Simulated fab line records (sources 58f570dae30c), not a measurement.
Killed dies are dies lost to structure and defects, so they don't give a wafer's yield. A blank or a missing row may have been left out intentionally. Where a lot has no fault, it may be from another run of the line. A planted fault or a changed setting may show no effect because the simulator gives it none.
The tool behind it: which one? -- flow berkeley-cmos170 -- route of 331 steps, sampled at 1 step: 14 lots, 42 wafers

## WHAT THE GAUGES SHOWED, per wafer
No reading from a measuring or inspecting step in the record can be judged against a usual standard deviation.

## EACH LOT AND THE TOOL THAT RAN IT (in order: tool; ch and the chambers of the sampled wafers; start)
lot,UCB170_SPACER_ETCHBACK_03
L327,"rie-diel-01 ch 0,1,3, day 7 11:52"
L328,"rie-diel-03 ch 0,2,3, day 7 11:56"
L330,"rie-diel-03 ch 0,2, day 8 00:20"
L333,"rie-diel-03 ch 1,3, day 8 07:47"
L336,"rie-diel-02 ch 0,3, day 9 09:44"
L338,"rie-diel-03 ch 0,1,2, day 9 16:53"
L340,"rie-diel-02 ch 0,1, day 9 16:58"
L341,"rie-diel-03 ch 0,2,3, day 9 16:58"
L342,"rie-diel-03 ch 1,2,3, day 10 05:59"
L343,"rie-diel-01 ch 0,3, day 10 14:21"
L344,"rie-diel-03 ch 0,2, day 10 14:21"
L345,"rie-diel-01 ch 1,2,3, day 10 18:01"
L348,"rie-diel-02 ch 0,1,3, day 11 14:02"
L347,"rie-diel-03 ch 0,1, day 11 14:04"
- UCB170_SPACER_ETCHBACK_03: etches SiO2 in CHF3/CF4/Ar, stops on Si, target depth 376 nm, time 100 s.

## AS READ BY THE TOOLS THEMSELVES (means over the sampled wafers that have a number; for cases with no such wafer, the mark the record gives instead)
UCB170_SPACER_ETCHBACK_03.
lot,tool,CHF3_flow_sccm (sccm),cf4-flow-sccm (sccm),drypump-motor-current-A (A),oes-product-au (a.u.),throttle-valve-pct (%)
L327,rie-diel-01,49.97,10.013,6.2,0.891,6.52
L328,rie-diel-03,49.97,10.012,5.9,0.894,6.47
L330,rie-diel-03,-,-,-,-,-
L333,rie-diel-03,-,-,-,-,-
L336,rie-diel-02,49.82,10.028,5.6,0.891,6.50
L338,rie-diel-03,50.23,10.005,6.1,0.887,6.54
L340,rie-diel-02,49.85,9.998,5.4,0.884,6.38
L341,rie-diel-03,50.01,10.008,5.9,0.885,6.47
L342,rie-diel-03,50.03,10.019,5.9,0.897,6.53
L343,rie-diel-01,50.16,10.005,6.1,0.915,6.52
L344,rie-diel-03,50.04,9.973,6.1,0.891,6.46
L345,rie-diel-01,49.98,10.023,6.1,0.911,6.55
L348,rie-diel-02,50.10,10.019,5.3,0.894,6.46
L347,rie-diel-03,50.02,10.013,6.3,0.888,6.61

## THE ANSWER, worked out from the rows above alone
Rule: the usual values come from the lots themselves. The widest of any qualifying gaps counts: lots, ordered by their means at a reading, are off when they make up no more than a third of the lots, leave a main group of 4 or more, and stand apart from it by 3 or more times the standard deviation of that group's means. A main group is skipped when, at the precision printed for the reading in the tables above, its means are all equal. A lot without any number at a reading at which 4 lots or more have one is off too. Where the step has rows for the other lots, those lots are counted as sound. The gauges are gone through in route order, then the tools' own readings, and for those a lot's mean is taken as printed above. At the first step where some lot is off, the reading lying furthest off is the one used; lots without a number count as furthest.
Off: L330, L333, at UCB170_SPACER_ETCHBACK_03 (CHF3_flow_sccm). Without a number there: L330, L333. Mean 50.02 sccm and standard deviation 0.11 in the main group.
A tool fits if, at that step or a process step before it, it ran every lot that is off, and no sound lot after the first of them. Of those tried, none fits.

## WHAT THE SIMULATOR HAD INSERTED
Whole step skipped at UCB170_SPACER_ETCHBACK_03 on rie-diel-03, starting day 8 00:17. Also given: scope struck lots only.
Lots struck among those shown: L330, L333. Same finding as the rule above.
